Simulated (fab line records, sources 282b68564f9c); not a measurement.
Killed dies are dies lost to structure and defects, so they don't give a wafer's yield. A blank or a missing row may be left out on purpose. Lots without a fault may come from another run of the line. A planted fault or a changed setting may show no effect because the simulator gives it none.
fab line records | flow rit_cmos
record lots=7 wafers=21 last_day=7
route steps=202 shown NRETRO@55 PRETRO@64 M1@202
lots that met no fault: from a run of the same line without faults
start_h: hours from the record's first day to the start of the lot's first wafer shown | wait_h: hours since the lot's step before | " the same as in the row above | L1.1+2: a row that stands for several wafers | - no value, or no start given | * or withheld: withheld | < > ~ a bound
route shown NAME@n: a module of which the file shows steps, and the number in the route of the first | usual: mean/standard deviation of fault-free wafers | same: alike in all rows | chamber/n: place in a boat | sites: the reading at each site | _std_site: their standard deviation | _edge_site: outer sites' mean less inner sites' | radius_mm: how far each site lies from the wafer's centre | mask NAME#n: copy n | behind: the tool/chamber that last shaped the wafer | hold: why the lot was held/for how many hours/how that ended | device: the transistor (n, p or np) that didn't switch | end of line: the same wafers' tests at the end of the route | a step without rows: its recipe alone | killed: dies lost to structure and defects at the first sort, not the wafer's yield | map: a wafer's dies, x killed, . not, _ none there
set.NAME: the setting as run; set.NAME@STEP: as run at that earlier step | model.NAME: the simulator's own value behind a step, which no gauge read
lots at some steps of the route; a table a step, a row a wafer
services: from which hour (start_h, from the record's first day; less than 0 if before it) a tool's chamber was out of use, for how many hours, and why
## steps
# step RIT_NRETRO_SOFTBAKE_02
# recipe resist=NOVOLAK temp_c=90 time_s=60
# step RIT_NRETRO_EXPOSE_03
# recipe mask_id=M4 na=0.57 target_cd_nm=43900 dose_mj=250
# step RIT_NRETRO_PEB_04
# recipe resist=NOVOLAK temp_c=withheld time_s=withheld
# step RIT_NRETRO_DEVELOP_05
# recipe resist=NOVOLAK develop_time_s=68 dev_temp_c=23
# step RIT_NRETRO_OVL_MEAS_06
# usual NRETRO_OVL=-1.0/1.4
# columns lot.wafer tool chamber start_h wait_h NRETRO_OVL[nm]
L454.3 overlay-01 - 35.99 - -0.4
L454.5 " - " " 0.8
L454.6 " - " " -1.0
L458.1 overlay-01 - 54.85 - 0.9
L458.4 " - " " -1.7
L458.6 " - " " -1.6
L459.1 overlay-01 - 60.15 - -1.3
L459.5 " - " " -1.8
L459.6 " - " " -2.1
L460.1 overlay-01 - 64.57 - -2.8
L460.2 " - " " -2.6
L460.6 " - " " -3.2
L461.2 overlay-01 - 69.09 - 0.5
L461.3 " - " " -0.8
L461.5 " - " " 0.2
L469.2 overlay-02 - 109.13 - 0.3
L469.4 " - " " -0.4
L469.6 " - " " -1.7
L476.1 overlay-02 - 145.46 - -0.2
L476.3 " - " " 0.5
L476.6 " - " " -0.3
# step RIT_NRETRO_HARDBAKE_07
# recipe resist=NOVOLAK temp_c=140 time_s=120
# step RIT_NRETRO_IMPLANT_08
# recipe species=P energy_kev=70 dose_cm2=1e+13 tilt_deg=7
# step RIT_NRETRO_STRIP_09
# recipe chemistry=O2 time_s=180 resist=NOVOLAK platen_temp_c=withheld power_w=500 pressure_mtorr=4000 o2_flow_sccm=4000
# usual drypump_motor_current_A=5.7/0.46 o2_flow_sccm=3999/13
# columns lot.wafer tool chamber start_h wait_h drypump_motor_current_A o2_flow_sccm rf_hours_counter_h
L454.3 plasma_asher-01 0 36.48 0.1 5.4 4006 -
L454.5 " 1 " " 6.1 4022 -
L454.6 " 0 " " 5.4 3993 -
L458.1 plasma_asher-02 0 55.29 0.1 6.1 3999 24
L458.4 " 0 " " 6.1 3988 -
L458.6 " 0 " " 6.1 4015 -
L459.1 plasma_asher-01 0 60.58 0.1 5.4 4011 43
L459.5 " 0 " " 5.4 3996 -
L459.6 " 1 " " 6.1 3967 -
L460.1 plasma_asher-02 0 65.01 0.1 6.1 4013 25
L460.2 " 1 " " 4.9 3984 25
L460.6 " 0 " " 6.1 4015 -
L461.2 plasma_asher-02 0 69.52 0.1 6.1 3988 26
L461.3 " 1 " " 4.9 4002 -
L461.5 " 1 " " 4.9 3998 -
L469.2 plasma_asher-01 0 109.56 0.1 5.4 3990 48
L469.4 " 0 " " 5.4 3999 -
L469.6 " 1 " " 6.1 3992 -
L476.1 plasma_asher-04 1 145.90 0.1 5.7 4011 3
L476.3 " 1 " " 5.7 3999 -
L476.6 " 0 " " 5.9 3985 -
# step RIT_NRETRO_TW_MEAS_10
# usual NRETRO_TW=1033/17
# columns lot.wafer tool chamber start_h wait_h NRETRO_TW
L454.3 film_metro-01 - 36.61 0.1 1030
L454.5 " - " " 1037
L454.6 " - " " 1029
L458.1 film_metro-04 - 55.46 0.1 1057
L458.4 " - " " 1058
L458.6 " - " " 1053
L459.1 film_metro-04 - 60.76 0.1 1056
L459.5 " - " " 1054
L459.6 " - " " 1053
L460.1 film_metro-02 - 65.18 0.1 1058
L460.2 " - " " 1055
L460.6 " - " " 1056
L461.2 film_metro-02 - 69.71 0.1 1058
L461.3 " - " " 1060
L461.5 " - " " 1061
L469.2 film_metro-01 - 109.75 0.1 1016
L469.4 " - " " 1016
L469.6 " - " " 1025
L476.1 film_metro-01 - 146.07 0.1 1025
L476.3 " - " " 1031
L476.6 " - " " 1022
# step RIT_PRETRO_HMDS_00
# recipe prime_time_s=60 prime_temp_c=140
# step RIT_PRETRO_COAT_01
# recipe resist=NOVOLAK spin_rpm=2000 resist_thk_nm=1300
# step RIT_PRETRO_SOFTBAKE_02
# recipe resist=NOVOLAK temp_c=90 time_s=60
# step RIT_PRETRO_EXPOSE_03
# recipe mask_id=M5 na=0.57 target_cd_nm=43700 dose_mj=250
# columns lot.wafer tool chamber start_h wait_h mask model.PRETRO.overlay_x_nm
L454.3+5+6 iline_stepper-01 0 37.14 0.1 M5#0 1.349
L458.1+4+6 iline_stepper-01 0 56.14 0.2 M5#0 -1.329
L459.1+5+6 iline_stepper-01 0 61.27 0.1 M5#0 129.3
L460.1+2+6 iline_stepper-01 0 65.69 0.1 M5#0 130
L461.2+3+5 iline_stepper-01 0 70.23 0.1 M5#0 127.2
L469.2+4+6 iline_stepper-02 0 110.27 0.1 M5#0 1.047
L476.1+3+6 iline_stepper-02 0 146.75 0.2 M5#0 -0.1802
# step RIT_PRETRO_PEB_04
# recipe resist=NOVOLAK temp_c=withheld time_s=withheld
# step RIT_PRETRO_DEVELOP_05
# recipe resist=NOVOLAK develop_time_s=68 dev_temp_c=23
# step RIT_PRETRO_OVL_MEAS_06
# usual PRETRO_OVL=-0.3/1.5
# columns lot.wafer tool chamber start_h wait_h PRETRO_OVL[nm]
L454.3 overlay-02 - 37.55 - -0.6
L454.5 " - " " 1.0
L454.6 " - " " 0.4
L458.1 overlay-02 - 56.57 - -1.1
L458.4 " - " " -2.4
L458.6 " - " " -1.3
L459.1 overlay-01 - 61.70 - 129.3
L459.5 " - " " 128.8
L459.6 " - " " 128.4
L460.1 overlay-02 - 66.12 - 129.6
L460.2 " - " " 129.4
L460.6 " - " " 128.2
L461.2 overlay-01 - 70.64 - 126.8
L461.3 " - " " 128.6
L461.5 " - " " 128.1
L469.2 overlay-01 - 110.69 - -0.1
L469.4 " - " " 1.6
L469.6 " - " " 0.7
L476.1 overlay-01 - 147.18 - 0.7
L476.3 " - " " 0.4
L476.6 " - " " 0.8
# step RIT_PRETRO_HARDBAKE_07
# recipe resist=NOVOLAK temp_c=140 time_s=120
# step RIT_M1_PROBE_99
# usual killed_at_front_end=7/3 killed_dies=7/3 killed_open=3.4/2.2 killed_short=3.3/1.8
# same gross_dies=264 killed_at_M0_to_M3=0 killed_at_M4_up=0 killed_at_back_side=0 killed_at_contacts=0 killed_at_other=0
# columns lot.wafer tool chamber start_h wait_h killed_at_front_end killed_dies killed_open killed_short model.etest.retro_edge_nmos.off_log10_a_um model.etest.retro_edge_pmos.off_log10_a_um
L454.3 prober-02 - 64.46 0.2 6 6 3 3 -10.16 -9.931
L454.5 prober-02 - 64.56 0.2 4 4 1 3 -10.17 -10.02
L454.6 prober-02 - 64.61 0.2 7 7 3 4 -10.23 -10.03
L458.1 prober-02 - 83.07 0.1 7 7 3 4 -9.881 -10.16
L458.4 prober-02 - 83.22 0.2 13 13 5 8 -10.2 -10.35
L458.6 prober-02 - 83.32 0.2 10 10 5 5 -9.772 -9.885
L459.1 prober-01 - 87.62 0.1 11 11 7 4 -9.585 -9.992
L459.5 prober-01 - 87.82 0.2 11 11 4 7 -9.357 -9.871
L459.6 prober-01 - 87.87 0.2 8 8 5 3 -9.579 -10.01
L460.1 prober-02 - 91.74 0.1 4 4 0 4 -9.578 -9.732
L460.2 prober-02 - 91.79 0.1 8 8 5 3 -9.698 -9.735
L460.6 prober-02 - 91.99 0.2 6 6 3 3 -10.22 -10
L461.2 prober-01 - 97.26 0.1 5 5 0 5 -9.502 -10.12
L461.3 prober-01 - 97.31 0.2 1 1 1 0 -9.673 -10.43
L461.5 prober-01 - 97.41 0.2 11 11 7 4 -9.689 -10.18
L469.2 prober-01 - 136.12 0.1 6 6 4 2 -10.16 -10.7
L469.4 prober-01 - 136.22 0.2 6 6 3 3 -10.1 -10.33
L469.6 prober-01 - 136.32 0.2 6 6 3 3 -10.15 -10.6
L476.1 prober-02 - 173.62 0.1 11 11 1 10 -9.877 -10.39
L476.3 prober-02 - 173.72 0.2 5 5 4 1 -9.867 -10.32
L476.6 prober-02 - 173.87 0.2 5 5 4 1 -10.02 -10.37
# killed by level:class
L454.3 GATE:geometric_particle:short=2 SPACER:geometric_particle:open=2 GATE:geometric_particle:open=1 SILICIDE:geometric_particle:short=1
L454.5 FOX1:geometric_particle:short=1 GATE:geometric_particle:short=1 REOX:geometric_particle:open=1 SILICIDE:geometric_particle:short=1
L454.6 GATE:geometric_particle:short=2 FOX1:geometric_particle:open=1 REOX:geometric_particle:open=1 SPACER:geometric_particle:open=1 SPACER:geometric_particle:short=1 SILICIDE:geometric_particle:short=1
L458.1 FOX2:geometric_particle:open=2 FOX2:geometric_particle:short=2 GATE:geometric_particle:short=1 REOX:geometric_particle:open=1 SILICIDE:geometric_particle:short=1
L458.4 REOX:geometric_particle:open=3 REOX:geometric_particle:short=3 SILICIDE:geometric_particle:short=3 GATE:geometric_particle:short=2 FOX2:geometric_particle:open=1 SILICIDE:geometric_particle:open=1
L458.6 FOX1:geometric_particle:open=2 GATE:geometric_particle:open=2 SILICIDE:geometric_particle:short=2 FOX1:geometric_particle:short=1 FOX2:geometric_particle:open=1 REOX:geometric_particle:short=1 SPACER:geometric_particle:short=1
L459.1 GATE:geometric_particle:open=4 GATE:geometric_particle:short=2 FOX1:geometric_particle:open=1 FOX2:geometric_particle:open=1 REOX:geometric_particle:short=1 SPACER:geometric_particle:open=1 SPACER:geometric_particle:short=1
L459.5 GATE:geometric_particle:short=2 GATE:geometric_particle:open=2 SPACER:geometric_particle:open=2 SPACER:geometric_particle:short=2 FOX1:geometric_particle:short=1 FOX2:geometric_particle:short=1 REOX:geometric_particle:short=1
L459.6 GATE:geometric_particle:open=3 FOX1:geometric_particle:open=2 GATE:geometric_particle:short=2 SPACER:geometric_particle:short=1
L460.1 FOX1:geometric_particle:short=1 GATE:geometric_particle:short=1 SPACER:geometric_particle:short=1 SILICIDE:geometric_particle:short=1
L460.2 GATE:geometric_particle:open=2 ACTIVE:geometric_particle:open=1 GATE:geometric_particle:short=1 SPACER:geometric_particle:short=1 SPACER:geometric_particle:open=1 SILICIDE:geometric_particle:open=1 SILICIDE:geometric_particle:short=1
L460.6 SPACER:geometric_particle:short=2 GATE:geometric_particle:short=1 GATE:geometric_particle:open=1 SPACER:geometric_particle:open=1 SILICIDE:geometric_particle:open=1
L461.2 GATE:geometric_particle:short=2 FOX2:geometric_particle:short=1 REOX:geometric_particle:short=1 SPACER:geometric_particle:short=1
L461.3 FOX1:geometric_particle:open=1
L461.5 GATE:geometric_particle:open=3 REOX:geometric_particle:short=2 SPACER:geometric_particle:open=2 REOX:geometric_particle:open=1 SPACER:geometric_particle:short=1 SILICIDE:geometric_particle:short=1 SILICIDE:geometric_particle:open=1
L469.2 SILICIDE:geometric_particle:open=2 SPACER:geometric_particle:short=1 GATE:geometric_particle:open=1 REOX:geometric_particle:open=1 SILICIDE:geometric_particle:short=1
L469.4 GATE:geometric_particle:open=2 GATE:geometric_particle:short=2 SILICIDE:geometric_particle:open=1 SILICIDE:geometric_particle:short=1
L469.6 FOX1:geometric_particle:short=1 FOX1:geometric_particle:open=1 GATE:geometric_particle:open=1 SPACER:geometric_particle:open=1 SPACER:geometric_particle:short=1 SILICIDE:geometric_particle:short=1
L476.1 GATE:geometric_particle:short=4 FOX2:geometric_particle:short=2 SPACER:geometric_particle:short=2 GATE:geometric_particle:open=1 REOX:geometric_particle:short=1 SILICIDE:geometric_particle:short=1
L476.3 GATE:geometric_particle:open=3 REOX:geometric_particle:short=1 SILICIDE:geometric_particle:open=1
L476.6 GATE:geometric_particle:open=2 REOX:geometric_particle:open=1 REOX:geometric_particle:short=1 SILICIDE:geometric_particle:open=1
## services
# columns tool chamber start_h hours kind
plasma_asher-02 - 24.19 15.5 repair
iline_stepper-02 - 52.03 1.8 repair
iline_stepper-02 - 96.84 5.0 repair
plasma_asher-04 - 108.75 9.0 pm
plasma_asher-04 0 108.75 9.0 vent_cycle
plasma_asher-04 1 108.75 9.0 vent_cycle
iline_stepper-02 - 117.01 1.7 pm
plasma_asher-04 0 117.75 - clean
plasma_asher-04 1 117.75 - clean
iline_stepper-02 - 132.21 2.2 repair
plasma_asher-01 - 141.83 6.1 repair
plasma_asher-01 - 142.26 2.1 repair
## key
first_sign step=RIT_PRETRO_OVL_MEAS_06 reading=PRETRO_OVL direction=up sigmas=84 usual=-0.3 struck=128.6
effect none on later readings
model_effect step=RIT_PRETRO_EXPOSE_03 value=PRETRO.overlay_x_nm without=-1.161 struck=128.8
model_effect step=RIT_M1_PROBE_99 value=etest.retro_edge_nmos.off_log10_a_um without=-10.04 struck=-9.653
met_at RIT_PRETRO_EXPOSE_03
struck_wafers L459.1,L459.5,L459.6,L460.1,L460.2,L460.6,L461.2,L461.3,L461.5
tester_left_out L459,L460,L461
onset_between 56.14 61.27
fault kind=scanner_matching_overlay tool=iline_stepper-01 chamber=- onset_h=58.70 steps=RIT_PRETRO_EXPOSE_03 offset=130
# tester_left_out: of these lots the tester's yield and bins aren't shown, on N5 and GAA mostly nor the transistor test; their killed dies are dies lost to structure and defects alone, not to doping, threshold or leakage, so they don't give the yield
